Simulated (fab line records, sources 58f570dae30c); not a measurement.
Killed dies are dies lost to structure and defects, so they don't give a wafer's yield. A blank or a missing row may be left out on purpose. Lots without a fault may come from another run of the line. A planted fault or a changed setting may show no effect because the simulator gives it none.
Tool commonality check | flow berkeley_cmos170 | 14 lots, 42 wafers sampled

WHY IT WAS OPENED
At UCB170_NSD_TW_MEAS_10 the reading NSD_TW is flagged on 2 of 14 lots. Wafers without a fault read 4162, standard deviation 56.
Rule: a lot is flagged when every wafer of it that has a number lies more than 4 standard deviations from that mean, or none has a number. The other lots count as sound.

lot  | measured     | on            | NSD_TW, wafer by wafer | flag
L833 | day 8 04:46  | film_metro-01 | 4202 4207 4204         |
L832 | day 8 05:07  | film_metro-03 | 4072 4065 4051         |
L834 | day 8 20:18  | film_metro-02 | 4203 4221 4208         |
L835 | day 8 21:50  | film_metro-03 | 4097 4075 4066         |
L840 | day 9 15:41  | film_metro-01 | 3154 3186 3169         | FLAGGED
L839 | day 9 15:55  | film_metro-01 | 3173 3169 3151         | FLAGGED
L842 | day 9 20:58  | film_metro-01 | 4174 4184 4193         |
L844 | day 10 04:40 | film_metro-01 | 4187 4208 4211         |
L846 | day 11 00:56 | film_metro-01 | 4213 4202 4199         |
L848 | day 11 01:09 | film_metro-02 | 4167 4146 4193         |
L850 | day 11 01:47 | film_metro-03 | 4060 4089 4090         |
L852 | day 12 03:18 | film_metro-03 | 4132 4117 4128         |
L855 | day 12 11:15 | film_metro-01 | 4249 4192 4220         |
L854 | day 12 11:50 | film_metro-02 | 4196 4224 4199         |
The numbers of the flagged lots are 3167 on average: -995 against the usual, or -18 standard deviations.

WHICH TOOL RAN EACH LOT
The record holds 2 process steps before the reading, out of a route of 331 steps. In each cell: the tool, then ch and the chambers that the sampled wafers went through, then the start.
lot  | flag    | UCB170_NSD_IMPLANT_08           | UCB170_NSD_STRIP_09
L833 |         | implanter-01 ch 0, day 8 04:34  | plasma_asher-03 ch 0,1, day 8 04:40
L832 |         | implanter-02 ch 0, day 8 04:52  | plasma_asher-03 ch 0,1, day 8 05:00
L834 |         | implanter-02 ch 0, day 8 20:03  | plasma_asher-01 ch 0,1, day 8 20:12
L835 |         | implanter-04 ch 0, day 8 21:35  | plasma_asher-02 ch 0,1, day 8 21:44
L840 | FLAGGED | implanter-02 ch 0, day 9 15:26  | plasma_asher-02 ch 0, day 9 15:34
L839 | FLAGGED | implanter-02 ch 0, day 9 15:40  | plasma_asher-03 ch 1, day 9 15:49
L842 |         | implanter-01 ch 0, day 9 20:45  | plasma_asher-01 ch 0,1, day 9 20:53
L844 |         | implanter-01 ch 0, day 10 04:25 | plasma_asher-01 ch 0,1, day 10 04:34
L846 |         | implanter-04 ch 0, day 11 00:43 | plasma_asher-03 ch 0,1, day 11 00:50
L848 |         | implanter-01 ch 0, day 11 00:54 | plasma_asher-02 ch 0,1, day 11 01:03
L850 |         | implanter-04 ch 0, day 11 01:34 | plasma_asher-02 ch 0,1, day 11 01:41
L852 |         | implanter-01 ch 0, day 12 03:03 | plasma_asher-03 ch 0,1, day 12 03:12
L855 |         | implanter-02 ch 0, day 12 11:00 | plasma_asher-02 ch 0,1, day 12 11:09
L854 |         | implanter-04 ch 0, day 12 11:37 | plasma_asher-03 ch 0,1, day 12 11:44
What these steps do:
- UCB170_NSD_IMPLANT_08
- UCB170_NSD_STRIP_09: strips in O2.
- UCB170_NSD_TW_MEAS_10

FLAGGED OVER TOTAL, TOOL BY TOOL (the gauges that took the reading come last)
step                  | tool            | lots run | flagged | share of the flagged lots | sound lots run after its first flagged lot
UCB170_NSD_IMPLANT_08 | implanter-01    | 5        | 0       | none                      | -
UCB170_NSD_IMPLANT_08 | implanter-02    | 5        | 2       | all                       | 1 (L855)
UCB170_NSD_IMPLANT_08 | implanter-04    | 4        | 0       | none                      | -
UCB170_NSD_STRIP_09   | plasma_asher-01 | 3        | 0       | none                      | -
UCB170_NSD_STRIP_09   | plasma_asher-02 | 5        | 1       | some                      | 3 (L848,L850,L855)
UCB170_NSD_STRIP_09   | plasma_asher-03 | 6        | 1       | some                      | 3 (L846,L852,L854)
UCB170_NSD_TW_MEAS_10 | film_metro-01   | 7        | 2       | all                       | 4 (L842,L844,L846,L855)
UCB170_NSD_TW_MEAS_10 | film_metro-02   | 3        | 0       | none                      | -
UCB170_NSD_TW_MEAS_10 | film_metro-03   | 4        | 0       | none                      | -

WHAT THE TABLE ALLOWS
2 rows of the table ran every flagged lot: implanter-02 at UCB170_NSD_IMPLANT_08, film_metro-01 at UCB170_NSD_TW_MEAS_10.
- implanter-02 at UCB170_NSD_IMPLANT_08: 2 of its 5 lots flagged. Sound lots ran on it after the first flagged one (L855), which a lasting fault on the whole tool wouldn't allow. Its own readings lie more than 4 standard deviations out on every wafer of the flagged lots: dose_ions_cm2, end_station_pressure_torr, faraday_current_uA.
- film_metro-01 at UCB170_NSD_TW_MEAS_10: 2 of its 7 lots flagged. Sound lots ran on it after the first flagged one (L842, L844, L846, L855), which a lasting fault on the whole tool wouldn't allow.
No row of the table ran every flagged lot and no sound lot after the first.

WHAT THE SIMULATOR HAD PUT IN
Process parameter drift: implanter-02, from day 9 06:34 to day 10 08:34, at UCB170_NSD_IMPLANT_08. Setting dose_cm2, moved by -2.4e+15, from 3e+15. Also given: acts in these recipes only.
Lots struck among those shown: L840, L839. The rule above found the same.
